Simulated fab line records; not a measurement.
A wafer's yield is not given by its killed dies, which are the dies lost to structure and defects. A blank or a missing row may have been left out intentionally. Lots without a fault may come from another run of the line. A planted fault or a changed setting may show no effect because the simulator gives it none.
fab line records	flow berkeley_cmos170	part 1 of 2: steps 1 to 26 of 36
record: lots: 5	wafers: 15	last_day: 12
route steps=331 shown ACTIVE@70 PFIELD@79 FIELD@89 SACOX@97 SCREENOX@100 NVT@104
lots with no fault: from the same line, run without faults
start_h: the number of hours between the record's first day and the start of the first shown wafer of the lot	wait_h: time in hours since the lot's previous step	" the same as in the row above	L1.1+2: a single row standing in for several wafers	- no value, or no start was given	* or withheld: withheld	< > ~ a bound
route shown NAME@n: NAME is a module with steps in the file, n the number in the route of the first one	usual: the fault-free wafers' mean and standard deviation	same: alike in all rows	chamber/n: place in a boat	sites: each site's reading	_std_site: their standard deviation	_edge_site: the outer-site mean with the inner-site mean subtracted	radius_mm: how far each site lies from the wafer's centre	mask NAME#n: copy n	behind: the tool/chamber that last shaped the wafer	hold: cause of the lot's hold/its duration in hours/its outcome	device: the transistor (n, p or np) that didn't switch	end of line: at the end of the route, the tests of the same wafers	step lacking rows: just its recipe	killed: not the wafer's yield, but the dies lost to structure and defects at the first sort	map: dies across one wafer; x = killed, . = not, _ = none there
set.NAME: the setting as run; set.NAME@STEP: as run at that earlier step	model.NAME: the simulator's own value behind a step, which no gauge read
lots seen at some steps along the route; tables by step, rows by wafer
services: from which hour (start_h, from the record's first day; less than 0 if before it) a tool's chamber was out of use, for how many hours, and why
== steps ==
step: UCB170_ACTIVE_EXPOSE_10
recipe: mask_id: ACTIVE	target_cd_nm: 1200	na: 0.5	sigma_outer: 0.6	source_shape: conventional	dose_mj: 20
same: sigma_outer: 0.6
lot.wafer	tool	chamber	start_h	wait_h	mask
L077.1+4+6	krf_scanner-01	0	-	-	ACTIVE#0
L082.4+5+6	krf_scanner-02	0	128.64	0.1	ACTIVE#0
L089.2+3+5	krf_scanner-01	0	155.45	0.4	ACTIVE#0
L088.1+3+5	krf_scanner-02	0	155.67	0.4	ACTIVE#0
L090.1+3+6	krf_scanner-01	0	-	-	ACTIVE#0
step: UCB170_ACTIVE_PEB_11
recipe: peb_temp_c: 130	peb_time_s: withheld	resist: KrF
usual: chill_plate_temp_C: 23.02/0.11	exhaust_pa: 44.9/0.75
lot.wafer	tool	chamber	start_h	wait_h	chill_plate_temp_C	exhaust_pa
L077.1	litho_track-04	0	-	-	22.84	45.1
L077.4	"	0	"	"	22.87	44.9
L077.6	"	0	"	"	22.94	44.7
L082.4	litho_track-04	0	129.23	0.6	23.10	45.3
L082.5	"	0	"	"	23.23	45.6
L082.6	"	0	"	"	23.07	44.7
L089.2	litho_track-02	0	155.57	0.1	23.04	45.2
L089.3	"	0	"	"	23.11	44.9
L089.5	"	0	"	"	23.12	45.1
L088.1	litho_track-03	0	155.79	0.1	23.08	45.1
L088.3	"	0	"	"	22.98	44.6
L088.5	"	0	"	"	22.88	45.4
L090.1	litho_track-02	0	-	-	22.90	46.1
L090.3	"	0	"	"	23.03	44.8
L090.6	"	0	"	"	22.77	45.5
step: UCB170_ACTIVE_DEVELOP_12
recipe: developer: TMAH	develop_time_s: 45	resist: KrF	dev_temp_c: 21
usual: chill_plate_temp_C: 23.01/0.11	exhaust_pa: 45.1/0.84
lot.wafer	tool	chamber	start_h	wait_h	chill_plate_temp_C	exhaust_pa
L077.1	litho_track-04	0	-	-	22.97	45.1
L077.4	"	0	"	"	22.92	45.8
L077.6	"	0	"	"	22.93	45.6
L082.4	litho_track-04	0	-	-	23.09	44.2
L082.5	"	0	"	"	22.94	45.4
L082.6	"	0	"	"	23.02	43.5
L089.2	litho_track-02	0	-	-	22.98	43.8
L089.3	"	0	"	"	23.09	44.4
L089.5	"	0	"	"	23.03	44.5
L088.1	litho_track-03	0	-	-	23.05	43.6
L088.3	"	0	"	"	23.15	43.5
L088.5	"	0	"	"	22.95	44.6
L090.1	litho_track-02	0	-	-	23.06	45.2
L090.3	"	0	"	"	23.12	45.6
L090.6	"	0	"	"	23.27	44.9
step: UCB170_ACTIVE_CD_MEAS_13
recipe: target_cd_nm: 1200
usual: cd_nm: 1199.8/1.4
lot.wafer	tool	chamber	start_h	wait_h	cd_nm
L077.1	cd_sem-01	-	106.10	-	1200.4
L077.4	"	-	"	"	1200.4
L077.6	"	-	"	"	1200.0
L082.4	cd_sem-01	-	129.49	-	1201.4
L082.5	"	-	"	"	1199.6
L082.6	"	-	"	"	1202.0
L089.2	cd_sem-01	-	155.92	-	1201.1
L089.3	"	-	"	"	1200.3
L089.5	"	-	"	"	1200.7
L088.1	cd_sem-01	-	156.26	-	1200.3
L088.3	"	-	"	"	1200.3
L088.5	"	-	"	"	1200.5
L090.1	cd_sem-02	-	177.22	-	1201.3
L090.3	"	-	"	"	1201.3
L090.6	"	-	"	"	1201.3
step: UCB170_ACTIVE_OVL_MEAS_14
usual: ACTIVE_OVL: -2/4.8
lot.wafer	tool	chamber	start_h	wait_h	ACTIVE_OVL[nm]
L077.1	overlay-02	-	106.22	0.1	-4
L077.4	"	-	"	"	-5
L077.6	"	-	"	"	-1
L082.4	overlay-01	-	129.57	0.1	-3
L082.5	"	-	"	"	-1
L082.6	"	-	"	"	-15
L089.2	overlay-02	-	156.02	0.1	4
L089.3	"	-	"	"	-2
L089.5	"	-	"	"	-4
L088.1	overlay-01	-	156.38	0.1	-3
L088.3	"	-	"	"	-7
L088.5	"	-	"	"	-3
L090.1	overlay-02	-	177.34	0.1	-2
L090.3	"	-	"	"	-2
L090.6	"	-	"	"	-8
step: UCB170_ACTIVE_ETCH_15
recipe: chemistry: CH3F/Ar/O2	target: Si3N4	stop_on: SiO2	CH3F_flow_sccm: 20	Ar_flow_sccm: 50	O2_flow_sccm: 7	pressure_mtorr: 50	rf_w: 450	target_depth_a: 2420	over_etch_frac: 0.1	time_s: 151
usual: drypump_motor_current_A: 5.8/0.45	mfc_ar_sccm: 49.97/0.15	oes_product_au: 0.942/0.016	throttle_valve_pct: 8.06/0.14
lot.wafer	tool	chamber	start_h	wait_h	drypump_motor_current_A	mfc_ar_sccm	oes_product_au	rf_hours_counter_h	throttle_valve_pct
L077.1	rie_diel-03	2	106.25	0.0	5.9	49.98	0.965	48	8.19
L077.4	"	2	"	"	5.9	49.96	0.969	-	8.20
L077.6	"	1	"	"	6.1	49.95	0.946	-	8.11
L082.4	rie_diel-03	1	129.64	0.1	6.1	49.95	0.949	-	8.10
L082.5	"	3	"	"	5.8	49.98	0.944	-	8.09
L082.6	"	2	"	"	5.9	50.07	0.971	-	8.19
L089.2	rie_diel-04	0	156.05	0.0	6.0	49.91	0.921	17	8.20
L089.3	"	3	"	"	6.0	49.95	0.926	100	7.78
L089.5	"	0	"	"	6.0	49.56	0.923	-	8.18
L088.1	rie_diel-03	1	156.41	0.0	6.1	49.98	0.949	146	8.12
L088.3	"	0	"	"	5.9	49.74	0.961	2	7.91
L088.5	"	1	"	"	6.1	49.92	0.952	-	8.12
L090.1	rie_diel-04	3	177.37	0.0	6.0	49.81	0.929	102	7.79
L090.3	"	1	"	"	6.3	50.04	0.925	9	8.22
L090.6	"	0	"	"	6.0	49.96	0.936	-	8.16
step: UCB170_ACTIVE_STRIP_16
recipe: chemistry: O2	power_w: 400	pressure_mtorr: 3500	platen_temp_c: withheld	o2_flow_sccm: 400	overash_fraction: 0.5
usual: drypump_motor_current_A: 5.9/0.36	oes_product_au: 0.721/0.0047	strip_time_to_endpoint_s: 18.07/0.074
same: overash_fraction: 0.5
lot.wafer	tool	chamber	start_h	wait_h	drypump_motor_current_A	oes_product_au	rf_hours_counter_h	strip_time_to_endpoint_s
L077.1	plasma_asher-01	0	106.35	0.1	6.3	0.715	32	18.07
L077.4	"	1	"	"	6.0	0.726	-	18.07
L077.6	"	0	"	"	6.3	0.726	-	18.11
L082.4	plasma_asher-01	0	129.75	0.1	6.2	0.717	-	18.06
L082.5	"	0	"	"	6.3	0.720	-	17.97
L082.6	"	1	"	"	6.0	0.722	-	18.01
L089.2	plasma_asher-04	1	156.15	0.1	5.5	0.722	43	18.01
L089.3	"	1	"	"	5.5	0.722	-	18.03
L089.5	"	0	"	"	5.6	0.711	-	18.07
L088.1	plasma_asher-02	1	156.51	0.1	6.3	0.713	42	18.07
L088.3	"	1	"	"	6.3	0.716	-	18.01
L088.5	"	0	"	"	6.2	0.719	-	18.07
L090.1	plasma_asher-04	1	177.48	0.1	5.5	0.717	46	18.08
L090.3	"	1	"	"	5.5	0.724	-	18.06
L090.6	"	1	"	"	5.5	0.713	-	17.98
step: UCB170_ACTIVE_CD_MEAS_90
recipe: target_cd_nm: 1200
usual: cd_nm: 1199.9/1.4
lot.wafer	tool	chamber	start_h	wait_h	cd_nm
L077.1	cd_sem-01	-	106.45	0.1	1200.2
L077.4	"	-	"	"	1200.6
L077.6	"	-	"	"	1199.8
L082.4	cd_sem-02	-	129.93	0.1	1201.9
L082.5	"	-	"	"	1200.4
L082.6	"	-	"	"	1202.0
L089.2	cd_sem-01	-	156.40	0.2	1200.8
L089.3	"	-	"	"	1200.7
L089.5	"	-	"	"	1200.9
L088.1	cd_sem-01	-	156.61	0.1	1200.3
L088.3	"	-	"	"	1200.4
L088.5	"	-	"	"	1200.5
L090.1	cd_sem-01	-	177.58	0.1	1201.8
L090.3	"	-	"	"	1201.3
L090.6	"	-	"	"	1201.1
step: UCB170_ACTIVE_CLEAN_17
recipe: chemistry: SPM	temp_c: 120	time_s: 600
lot.wafer	tool	chamber	start_h	wait_h
L077.1+4+6	wet_bench-03	0	106.63	0.2
L082.4+5+6	wet_bench-02	2	129.99	0.0
L089.2+3+5	wet_bench-03	1	156.56	0.1
L088.1+3+5	wet_bench-03	2	156.79	0.2
L090.1+3+6	wet_bench-01	1	177.75	0.2
step: UCB170_PFIELD_HMDS_00
recipe: prime_time_s: 60	prime_temp_c: 100
usual: chill_plate_temp_C: 23.02/0.095	exhaust_pa: 44.9/0.91
lot.wafer	tool	chamber	start_h	wait_h	chill_plate_temp_C	exhaust_pa
L077.1	litho_track-02	0	107.92	1.1	23.08	45.2
L077.4	"	0	"	"	23.00	44.7
L077.6	"	0	"	"	22.90	45.6
L082.4	litho_track-02	0	130.45	0.1	22.85	45.6
L082.5	"	0	"	"	22.93	45.7
L082.6	"	0	"	"	22.92	46.6
L089.2	litho_track-01	0	157.47	0.7	23.25	45.2
L089.3	"	0	"	"	23.14	45.5
L089.5	"	0	"	"	23.09	45.3
L088.1	litho_track-02	0	157.66	0.7	23.06	42.9
L088.3	"	0	"	"	22.89	43.1
L088.5	"	0	"	"	23.06	43.2
L090.1	litho_track-04	0	179.34	1.4	23.08	43.9
L090.3	"	0	"	"	23.03	43.8
L090.6	"	0	"	"	22.96	46.6
step: UCB170_PFIELD_COAT_01
recipe: resist: KrF	spin_rpm: 1500	resist_thk_nm: 900
usual: chill_plate_temp_C: 23.00/0.091	exhaust_pa: 45.1/0.86
lot.wafer	tool	chamber	start_h	wait_h	chill_plate_temp_C	exhaust_pa
L077.1	litho_track-02	0	108.07	0.1	23.06	43.3
L077.4	"	0	"	"	22.96	44.4
L077.6	"	0	"	"	22.99	43.0
L082.4	litho_track-02	0	130.60	0.1	23.13	45.5
L082.5	"	0	"	"	23.17	45.7
L082.6	"	0	"	"	23.10	45.9
L089.2	litho_track-01	0	157.62	0.1	22.89	44.3
L089.3	"	0	"	"	23.05	44.5
L089.5	"	0	"	"	23.10	44.8
L088.1	litho_track-02	0	157.81	0.1	23.03	44.9
L088.3	"	0	"	"	23.08	45.0
L088.5	"	0	"	"	23.12	45.8
L090.1	litho_track-04	0	179.49	0.1	22.97	45.6
L090.3	"	0	"	"	22.84	46.9
L090.6	"	0	"	"	22.96	45.1
step: UCB170_PFIELD_SOFTBAKE_02
recipe: resist: KrF	temp_c: 130	time_s: 60
usual: chill_plate_temp_C: 22.98/0.12	exhaust_pa: 45.2/0.92
lot.wafer	tool	chamber	start_h	wait_h	chill_plate_temp_C	exhaust_pa
L077.1	litho_track-02	0	108.22	0.1	22.97	43.9
L077.4	"	0	"	"	23.04	44.4
L077.6	"	0	"	"	23.02	44.1
L082.4	litho_track-02	0	130.75	0.1	22.91	45.0
L082.5	"	0	"	"	23.02	46.3
L082.6	"	0	"	"	23.14	43.8
L089.2	litho_track-01	0	157.77	0.1	23.03	45.9
L089.3	"	0	"	"	23.13	44.9
L089.5	"	0	"	"	23.04	45.1
L088.1	litho_track-02	0	157.96	0.1	23.16	46.2
L088.3	"	0	"	"	23.07	46.0
L088.5	"	0	"	"	23.11	46.1
L090.1	litho_track-04	0	179.64	0.1	22.81	44.4
L090.3	"	0	"	"	22.92	44.2
L090.6	"	0	"	"	22.85	44.4
step: UCB170_PFIELD_EXPOSE_03
recipe: mask_id: PFIELD	na: 0.5	sigma_outer: 0.6	source_shape: conventional	target_cd_nm: 1500	dose_mj: 30
same: sigma_outer: 0.6
lot.wafer	tool	chamber	start_h	wait_h	mask
L077.1+4+6	krf_scanner-02	0	-	-	PFIELD#0
L082.4+5+6	krf_scanner-01	0	130.88	0.1	PFIELD#0
L089.2+3+5	krf_scanner-02	0	158.00	0.2	PFIELD#0
L088.1+3+5	krf_scanner-01	0	158.23	0.2	PFIELD#0
L090.1+3+6	krf_scanner-02	0	180.09	0.4	PFIELD#0
step: UCB170_PFIELD_PEB_04
recipe: peb_temp_c: 130	peb_time_s: withheld	resist: KrF
usual: chill_plate_temp_C: 23.00/0.11	exhaust_pa: 44.8/0.9
lot.wafer	tool	chamber	start_h	wait_h	chill_plate_temp_C	exhaust_pa
L077.1	litho_track-04	0	-	-	22.97	45.6
L077.4	"	0	"	"	22.96	46.0
L077.6	"	0	"	"	22.99	45.1
L082.4	litho_track-04	0	131.02	0.1	23.06	45.6
L082.5	"	0	"	"	23.06	44.5
L082.6	"	0	"	"	23.05	44.7
L088.1	litho_track-01	0	158.90	0.6	23.13	44.7
L088.3	"	0	"	"	22.93	45.0
L088.5	"	0	"	"	23.05	43.9
L089.2	litho_track-04	0	158.91	0.9	22.97	45.7
L089.3	"	0	"	"	23.07	43.7
L089.5	"	0	"	"	23.26	43.9
L090.1	litho_track-02	0	180.73	0.6	23.09	45.0
L090.3	"	0	"	"	23.17	44.5
L090.6	"	0	"	"	23.13	43.8
step: UCB170_PFIELD_DEVELOP_05
recipe: developer: TMAH	develop_time_s: 45	resist: KrF	dev_temp_c: 21
usual: chill_plate_temp_C: 22.98/0.11	exhaust_pa: 45.0/0.88
lot.wafer	tool	chamber	start_h	wait_h	chill_plate_temp_C	exhaust_pa
L077.1	litho_track-04	0	-	-	22.96	44.7
L077.4	"	0	"	"	23.00	44.2
L077.6	"	0	"	"	22.93	45.0
L082.4	litho_track-04	0	-	-	22.81	46.2
L082.5	"	0	"	"	22.87	46.5
L082.6	"	0	"	"	22.85	45.0
L088.1	litho_track-01	0	-	-	22.79	44.4
L088.3	"	0	"	"	22.85	45.8
L088.5	"	0	"	"	23.00	45.2
L089.2	litho_track-04	0	-	-	23.10	44.8
L089.3	"	0	"	"	23.18	44.9
L089.5	"	0	"	"	22.99	46.2
L090.1	litho_track-02	0	-	-	23.02	44.4
L090.3	"	0	"	"	22.89	43.5
L090.6	"	0	"	"	22.74	43.9
step: UCB170_PFIELD_OVL_MEAS_06
usual: PFIELD_OVL: 2/5.3
lot.wafer	tool	chamber	start_h	wait_h	PFIELD_OVL[nm]
L077.1	overlay-02	-	110.00	-	-2
L077.4	"	-	"	"	3
L077.6	"	-	"	"	5
L082.4	overlay-01	-	131.23	-	1
L082.5	"	-	"	"	1
L082.6	"	-	"	"	10
L089.2	overlay-01	-	159.17	-	4
L089.3	"	-	"	"	1
L089.5	"	-	"	"	-1
L088.1	overlay-02	-	159.20	-	-6
L088.3	"	-	"	"	-5
L088.5	"	-	"	"	-7
L090.1	overlay-02	-	181.00	-	3
L090.3	"	-	"	"	6
L090.6	"	-	"	"	3
step: UCB170_PFIELD_IMPLANT_07
recipe: species: B	dose_cm2: 2e+13	energy_kev: 81.39	tilt_deg: 7
usual: beam_on_s: 10.00/0.23
lot.wafer	tool	chamber	start_h	wait_h	beam_on_s
L077.1	implanter-02	0	110.03	0.0	9.95
L077.4	"	0	"	"	10.15
L077.6	"	0	"	"	9.73
L082.4	implanter-02	0	131.33	0.1	10.02
L082.5	"	0	"	"	10.05
L082.6	"	0	"	"	10.50
L089.2	implanter-03	0	159.22	0.0	10.05
L089.3	"	0	"	"	10.17
L089.5	"	0	"	"	10.11
L088.1	implanter-02	0	159.23	0.0	10.02
L088.3	"	0	"	"	10.16
L088.5	"	0	"	"	10.12
L090.1	implanter-04	0	181.16	0.1	9.86
L090.3	"	0	"	"	9.71
L090.6	"	0	"	"	9.78
step: UCB170_PFIELD_STRIP_08
recipe: chemistry: O2	power_w: 400	pressure_mtorr: 3500	platen_temp_c: withheld	o2_flow_sccm: 400	overash_fraction: 0.5
usual: drypump_motor_current_A: 6.1/0.43	oes_product_au: 0.734/0.0044	strip_time_to_endpoint_s: 21.60/0.066
same: overash_fraction: 0.5
lot.wafer	tool	chamber	start_h	wait_h	drypump_motor_current_A	oes_product_au	rf_hours_counter_h	strip_time_to_endpoint_s
L077.1	plasma_asher-02	1	110.18	0.1	6.3	0.735	36	21.67
L077.4	"	1	"	"	6.3	0.729	-	21.70
L077.6	"	0	"	"	6.2	0.736	-	21.75
L082.4	plasma_asher-02	0	131.44	0.1	6.1	0.735	-	21.64
L082.5	"	1	"	"	6.3	0.738	-	21.66
L082.6	"	0	"	"	6.2	0.729	-	21.61
L089.2	plasma_asher-02	0	159.35	0.1	6.1	0.733	43	21.71
L089.3	"	1	"	"	6.3	0.733	-	21.74
L089.5	"	0	"	"	6.2	0.736	-	21.72
L088.1	plasma_asher-03	1	159.38	0.1	6.4	0.727	39	21.66
L088.3	"	1	"	"	6.4	0.741	-	21.69
L088.5	"	0	"	"	5.2	0.725	-	21.66
L090.1	plasma_asher-02	1	181.31	0.1	6.3	0.735	47	21.49
L090.3	"	1	"	"	6.3	0.732	-	21.50
L090.6	"	1	"	"	6.3	0.733	-	21.52
step: UCB170_PFIELD_TW_MEAS_09
usual: PFIELD_TW: 601/5.8
lot.wafer	tool	chamber	start_h	wait_h	PFIELD_TW
L077.1	film_metro-01	-	110.28	0.1	602
L077.4	"	-	"	"	598
L077.6	"	-	"	"	604
L082.4	film_metro-03	-	131.53	0.1	606
L082.5	"	-	"	"	605
L082.6	"	-	"	"	605
L089.2	film_metro-03	-	159.46	0.1	609
L089.3	"	-	"	"	605
L089.5	"	-	"	"	603
L088.1	film_metro-02	-	159.48	0.1	593
L088.3	"	-	"	"	594
L088.5	"	-	"	"	591
L090.1	film_metro-03	-	181.41	0.1	609
L090.3	"	-	"	"	608
L090.6	"	-	"	"	609
step: UCB170_FIELD_CLEAN_00
recipe: chemistry: dHF	dilution: 25:1	time_s: 7.5
lot.wafer	tool	chamber	start_h	wait_h
L077.1+4+6	wet_bench-04	1	110.34	0.1
L082.4+5+6	wet_bench-03	3	133.39	1.9
L089.2+3+5	wet_bench-03	3	159.51	0.0
L088.1+3+5	wet_bench-04	0	159.54	0.1
L090.1+3+6	wet_bench-04	0	181.47	0.1
step: UCB170_FIELD_OXIDATION_01
recipe: temp_c: 1000	ambient: H2O	p_h2o_torr: 584.62	target_thk_a: 5583	ox_time_s: 7200
usual: ox_temp_c_max: 1004.3/0.89	tube_center_temp_C: 999.99/0.091
lot.wafer	tool	chamber	start_h	wait_h	ox_temp_c_max	tube_center_temp_C
L077.1	furnace-01	0	114.95	4.6	1004.7	1000
L077.4	"	0	"	"	1003.3	999.91
L077.6	"	0	"	"	1004.2	999.74
L082.4	furnace-04	0	137.30	3.9	1004.2	999.91
L082.5	"	0	"	"	1004.1	1000
L082.6	"	0	"	"	1004.4	1000
L088.1	furnace-01	0	162.91	3.4	1003.9	999.96
L088.3	"	0	"	"	1004.6	999.93
L088.5	"	0	"	"	1004.5	1000
L089.2	furnace-01	0	162.91	3.4	1004.0	999.9
L089.3	"	0	"	"	1004.6	1000.1
L089.5	"	0	"	"	1005.1	1000.1
L090.1	furnace-04	0	184.67	3.2	1005.6	999.94
L090.3	"	0	"	"	1005.1	999.94
L090.6	"	0	"	"	1005.4	999.97
step: UCB170_FIELD_THK_MEAS_02
recipe: reads: SiO2_of_FIELD_OXIDATION_01
usual: FIELD_OXIDE_THK: 558/11
lot.wafer	tool	chamber	start_h	wait_h	FIELD_OXIDE_THK[nm]
L077.1	film_metro-03	-	117.95	0.0	545
L077.4	"	-	"	"	543
L077.6	"	-	"	"	545
L082.4	film_metro-03	-	140.33	0.0	580
L082.5	"	-	"	"	581
L082.6	"	-	"	"	578
L089.2	film_metro-04	-	165.96	0.0	537
L089.3	"	-	"	"	544
L089.5	"	-	"	"	550
L088.1	film_metro-02	-	165.97	0.1	551
L088.3	"	-	"	"	556
L088.5	"	-	"	"	554
L090.1	film_metro-02	-	187.67	0.0	561
L090.3	"	-	"	"	568
L090.6	"	-	"	"	562
step: UCB170_FIELD_ANNEAL_03
recipe: temp_c: 1000	time_s: 1200	ambient: N2
usual: tube_center_temp_C: 1000/0.089
lot.wafer	tool	chamber	start_h	wait_h	tube_center_temp_C
L077.1	furnace-01	0	122.15	4.2	1000
L077.4	"	0	"	"	1000.1
L077.6	"	0	"	"	1000.2
L082.4	furnace-01	0	144.55	4.2	999.87
L082.5	"	0	"	"	999.94
L082.6	"	0	"	"	1000
L088.1	furnace-01	0	168.91	2.9	1000
L088.3	"	0	"	"	1000
L088.5	"	0	"	"	1000.1
L089.2	furnace-01	0	168.91	2.9	1000.1
L089.3	"	0	"	"	1000
L089.5	"	0	"	"	1000.1
L090.1	furnace-01	0	194.04	6.4	999.94
L090.3	"	0	"	"	1000.2
L090.6	"	0	"	"	999.92
step: UCB170_FIELD_WET_ETCH_04
recipe: chemistry: dHF	dilution: 10:1	target: SiO2	temp_c: 25	time_s: 60
lot.wafer	tool	chamber	start_h	wait_h
L077.1+4+6	wet_bench-04	3	123.48	0.0
L082.4+5+6	wet_bench-04	2	146.02	0.1
L088.1+3+5	wet_bench-04	1	170.67	0.4
L089.2+3+5	wet_bench-04	3	170.67	0.4
L090.1+3+6	wet_bench-04	2	195.37	0.0
step: UCB170_FIELD_WET_ETCH_05
recipe: chemistry: H3PO4	target: Si3N4	temp_c: 160	time_s: 12600
lot.wafer	tool	chamber	start_h	wait_h
L077.1+4+6	wet_bench-04	0	123.50	0.0
L082.4+5+6	wet_bench-04	0	146.05	0.0
L088.1+3+5	wet_bench-04	2	170.87	0.2
L089.2+3+5	wet_bench-04	2	170.87	0.2
L090.1+3+6	wet_bench-04	0	195.40	0.0
step: UCB170_FIELD_WET_ETCH_06
recipe: chemistry: BOE	dilution: 5:1	target: SiO2	temp_c: 25	time_s: 22
lot.wafer	tool	chamber	start_h	wait_h
L077.1+4+6	wet_bench-03	2	127.01	0.0
L082.4+5+6	wet_bench-04	1	149.73	0.2
L088.1+3+5	wet_bench-04	0	174.38	0.0
L089.2+3+5	wet_bench-04	0	174.38	0.0
L090.1+3+6	wet_bench-03	3	198.90	0.0
